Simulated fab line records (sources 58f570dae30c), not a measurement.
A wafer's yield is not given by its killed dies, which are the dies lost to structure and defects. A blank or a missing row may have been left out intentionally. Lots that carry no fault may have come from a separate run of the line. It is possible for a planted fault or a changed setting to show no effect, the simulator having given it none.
2 desks looking at one fault | flow berkeley-cmos170 | each desk has only its own numbers; what lay behind them comes last

== AT THE TOOL OWNER'S DESK: pvd-sputter-02 ==
The tool's own readings at UCB170_M3_SPUTTER_01 (material Al, target thk 900 nm, time 120 s): means of the sampled wafers that have a number, for each lot that ran on this tool. Any lot whose mean is over 4 standard deviations away from the usual mean is out of limits and marked OUT; that distance is given in the brackets.
Columns: A = chamber-pressure-pa at UCB170_M3_SPUTTER_01, usual 0.5000 Pa; B = throttle-valve-pct at UCB170_M3_SPUTTER_01, usual 30.0 %
lot  | first seen here | A                | B
L719 | day 9 19:29     | 0.5005           | 30.3
L729 | day 11 05:13    | 0.4580 (-44) OUT | 31.5
L730 | day 11 17:38    | 0.4595 (-43) OUT | 31.5
Finding of this desk: L729, L730 out of limits; the first was L729 at day 11 05:13, on chamber-pressure-pa at UCB170_M3_SPUTTER_01. Within limits: L719.

== THE METROLOGY DESK ==
What the gauges read, lot by lot, whatever tool the lot ran on: means of the sampled wafers that have a number. Any lot whose mean is over 4 standard deviations away from the usual mean is out of limits and marked OUT; that distance is given in the brackets.
Columns: A = cd-nm at UCB170_V2_CD_MEAS_12, usual 699.8 nm; B = V2_OVL at UCB170_V2_OVL_MEAS_13, usual -4 nm; C = cd-nm at UCB170_V2_CD_MEAS_90, usual 700.1 nm; D = M3_AL_RS at UCB170_M3_RS_MEAS_02, usual 0.0322 ohm/sq; E = M3_AL_THK at UCB170_M3_THK_MEAS_03, usual 901 nm; F = cd-nm at UCB170_M3_CD_MEAS_15, usual 699.8 nm; G = M3_OVL at UCB170_M3_OVL_MEAS_16, usual -3 nm
lot  | first seen here | A     | B  | C     | D      | E   | F     | G
L713 | day 7 11:29     | 699.1 | -1 | 699.8 | 0.0321 | 902 | 699.7 | -4
L719 | day 9 18:53     | 700.0 | -5 | 700.1 | 0.0318 | 913 | 701.6 | -5
L729 | day 11 04:35    | 698.5 | 4  | 698.4 | 0.0314 | 930 | 701.3 | -7
L730 | day 11 17:01    | 701.1 | -3 | 701.3 | 0.0309 | 932 | 700.1 | -4
L731 | day 11 20:55    | 698.8 | -5 | 699.3 | 0.0327 | 900 | 698.9 | 3
L734 | day 12 20:41    | 698.8 | -7 | 699.1 | 0.0319 | 908 | 697.1 | -0
Result from this desk: across the 6 lots, nothing is out of limits.

== TAKEN TOGETHER ==
On L729, L730, at day 11 05:13, an alarm was possible from the tool owner's desk.
The metrology desk saw nothing out of limits.
The metrology desk holds a record of L729, L730, inside its limits.
Every lot named ran UCB170_M3_SPUTTER_01 on pvd-sputter-02.

== WHAT THE SIMULATOR PUT IN ==
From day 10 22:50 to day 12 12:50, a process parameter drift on pvd-sputter-02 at UCB170_M3_SPUTTER_01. Setting chamber-pressure-pa shifted by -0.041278 from 0.5. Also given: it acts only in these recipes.
Lots struck among those shown: L729, L730.
Hours from the fault's start to each desk's first reading out of limits: the tool owner's desk, 6.
